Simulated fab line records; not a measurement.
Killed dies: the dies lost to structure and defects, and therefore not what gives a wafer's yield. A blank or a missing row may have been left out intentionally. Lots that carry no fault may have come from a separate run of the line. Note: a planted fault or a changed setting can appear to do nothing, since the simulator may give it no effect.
Which of the tools did it?    flow berkeley_cmos170    42 wafers from 14 lots sampled at 5 of the route's 331 steps

## WHAT THE GAUGES SHOWED, per wafer
UCB170_ACTIVE_CD_MEAS_90 targets a cd of 1200 nm. Usual: 1200.0 nm for cd_nm, sd 1.5.
lot   measured     on         cd_nm (nm)            flag
L704  day 4 16:35  cd_sem-02  1200.7 1201.3 1202.4  
L705  day 5 00:59  cd_sem-02  1200.8 1199.8 1200.3  
L708  day 5 07:56  cd_sem-01  1199.3 1198.0 1198.1  
L707  day 5 08:11  cd_sem-02  1202.5 1201.8 1203.5  
L709  day 6 00:02  cd_sem-01  1199.2 1201.1 1202.0  
L711  day 6 13:17  cd_sem-02  1199.9 1199.5 1198.1  
L710  day 6 13:35  cd_sem-01  1201.7 1200.7 1200.6  
L714  day 7 05:39  cd_sem-01  1200.8 1201.4 1199.8  
L716  day 7 13:07  cd_sem-01  1200.4 1199.7 1200.8  
L722  day 8 22:23  cd_sem-01  1200.9 1201.6 1200.3  
L723  day 8 22:26  cd_sem-02  1203.0 1201.8 1201.6  
L724  day 8 22:37  cd_sem-02  1198.2 1199.0 1198.9  
L726  day 9 15:34  cd_sem-02  1198.8 1198.5 1198.9  
L725  day 9 15:51  cd_sem-01  1198.2 1197.5 1197.9  

UCB170_PVT_OVL_MEAS_06. Usual: for PVT_OVL the level is 3 nm and the standard deviation is 4.7.
lot   measured      on          PVT_OVL (nm)  flag
L704  day 6 02:20   overlay-02  3 4 2         
L705  day 7 00:28   overlay-01  2 5 7         
L708  day 6 23:55   overlay-02  -2 0 -4       
L707  day 7 00:11   overlay-01  8 10 14       
L709  day 7 19:13   overlay-02  7 4 8         
L711  day 8 03:04   overlay-01  8 11 -1       
L710  day 8 03:47   overlay-02  8 9 6         
L714  day 8 16:47   overlay-02  -1 6 2        
L716  day 9 05:23   overlay-01  -1 -6 6       
L722  day 10 17:59  overlay-01  -2 0 6        
L723  day 10 17:44  overlay-02  -1 -6 2       
L724  day 10 18:15  overlay-02  -2 -2 -1      
L726  day 11 05:47  overlay-01  2 0 2         
L725  day 11 05:32  overlay-01  -2 -8 2       

UCB170_PVT_TW_MEAS_09. Usual: for PVT_TW the level is 507.3 and the standard deviation is 2.3.
lot   measured      on             PVT_TW             flag
L704  day 6 02:37   film_metro-01  505.4 506.6 507.8  
L705  day 7 00:48   film_metro-01  507.6 507.0 506.5  
L708  day 7 00:13   film_metro-04  511.3 512.4 510.6  
L707  day 7 00:29   film_metro-04  508.1 509.9 509.2  
L709  day 7 19:31   film_metro-03  508.4 508.3 508.7  
L711  day 8 03:20   film_metro-04  510.8 508.9 508.0  
L710  day 8 04:04   film_metro-04  507.3 503.9 506.2  
L714  day 8 17:23   film_metro-04  626.0 624.2 629.7  OFF
L716  day 9 06:16   film_metro-01  630.2 629.4 629.6  OFF
L722  day 10 18:16  film_metro-04  507.4 506.9 506.7  
L723  day 10 18:02  film_metro-03  503.5 501.8 506.3  
L724  day 10 18:32  film_metro-01  508.1 508.0 506.0  
L726  day 11 06:04  film_metro-04  505.5 505.3 511.1  
L725  day 11 05:50  film_metro-03  502.0 503.0 502.7  

## WHAT TOOL EACH LOT RAN ON (gives the tool, then ch and the chambers of the sampled wafers, and finally the start)
lot   UCB170_ACTIVE_ETCH_15              UCB170_PVT_IMPLANT_07
L704  rie_diel-04 ch 2,3, day 4 16:22    implanter-01 ch 0, day 6 02:23
L705  rie_diel-03 ch 0,2, day 5 00:47    implanter-03 ch 0, day 7 00:32
L708  rie_diel-01 ch 0,1,3, day 5 07:43  implanter-03 ch 0, day 6 23:59
L707  rie_diel-03 ch 0,1,2, day 5 07:59  implanter-03 ch 0, day 7 00:14
L709  rie_diel-04 ch 0,1,2, day 5 23:50  implanter-03 ch 0, day 7 19:16
L711  rie_diel-01 ch 0,2,3, day 6 13:00  implanter-02 ch 0, day 8 03:05
L710  rie_diel-03 ch 1,2,3, day 6 13:23  implanter-03 ch 0, day 8 03:49
L714  rie_diel-03 ch 0,1,3, day 7 05:26  implanter-03 ch 0, day 8 16:50
L716  rie_diel-03 ch 2,3, day 7 12:53    implanter-03 ch 0, day 9 05:25
L722  rie_diel-04 ch 1,3, day 8 22:03    implanter-03 ch 0, day 10 18:02
L723  rie_diel-01 ch 0,1,3, day 8 22:10  implanter-01 ch 0, day 10 17:47
L724  rie_diel-03 ch 0,2, day 8 22:25    implanter-02 ch 0, day 10 18:17
L726  rie_diel-01 ch 1,2,3, day 9 15:22  implanter-01 ch 0, day 11 05:49
L725  rie_diel-03 ch 0,2, day 9 15:35    implanter-02 ch 0, day 11 05:38
- UCB170_ACTIVE_ETCH_15: etches Si3N4 in CH3F/Ar/O2, stops on SiO2, target depth 242 nm, time 151 s.
- UCB170_PVT_IMPLANT_07

## AS READ BY THE TOOLS THEMSELVES (means over the sampled wafers that have a number; for cases with no such wafer, the mark the record gives instead)
UCB170_ACTIVE_ETCH_15. Usual: drypump_motor_current_A 5.6 A, standard deviation 0.63; oes_product_au 0.935 a.u., standard deviation 0.015; throttle_valve_pct 8.03 %, standard deviation 0.14.
lot   tool         drypump_motor_current_A (A)  oes_product_au (a.u.)  throttle_valve_pct (%)  flag
L704  rie_diel-04  5.6                          0.941                  7.95                    
L705  rie_diel-03  5.4                          0.930                  8.18                    
L708  rie_diel-01  5.4                          0.941                  8.03                    
L707  rie_diel-03  5.4                          0.926                  8.04                    
L709  rie_diel-04  6.0                          0.935                  8.00                    
L711  rie_diel-01  5.6                          0.940                  7.98                    
L710  rie_diel-03  5.8                          0.943                  8.09                    
L714  rie_diel-03  5.8                          0.922                  8.00                    
L716  rie_diel-03  5.9                          0.939                  8.20                    
L722  rie_diel-04  5.3                          0.939                  8.09                    
L723  rie_diel-01  5.3                          0.946                  8.04                    
L724  rie_diel-03  5.4                          0.916                  8.08                    
L726  rie_diel-01  5.0                          0.940                  8.09                    
L725  rie_diel-03  5.3                          0.920                  8.09                    

## THE ANSWER, worked out from the rows above alone
Rule: take the mean of a lot's wafers that have a number; if it is more than 3 standard deviations from the usual mean, the lot is off. Also off: a lot with no number at a reading for which 4 or more lots have one. Any other lot the step has rows for is counted as sound. After the gauges, taken in route order, come the tools' own readings; for these a lot's mean is taken, as printed above. The first step at which some lot is off is used, and at that step the reading that is off furthest; a lot without a number counts as furthest.
Off: L714, L716, seen at UCB170_PVT_TW_MEAS_09 (PVT_TW).
A tool fits if, at a process step before that reading, it ran every lot that is off, and no sound lot after the first of them. Those tools and the gauges at UCB170_PVT_TW_MEAS_09 are tried in the same way. None of those tried fits.

## WHAT WAS PUT IN BY THE SIMULATOR
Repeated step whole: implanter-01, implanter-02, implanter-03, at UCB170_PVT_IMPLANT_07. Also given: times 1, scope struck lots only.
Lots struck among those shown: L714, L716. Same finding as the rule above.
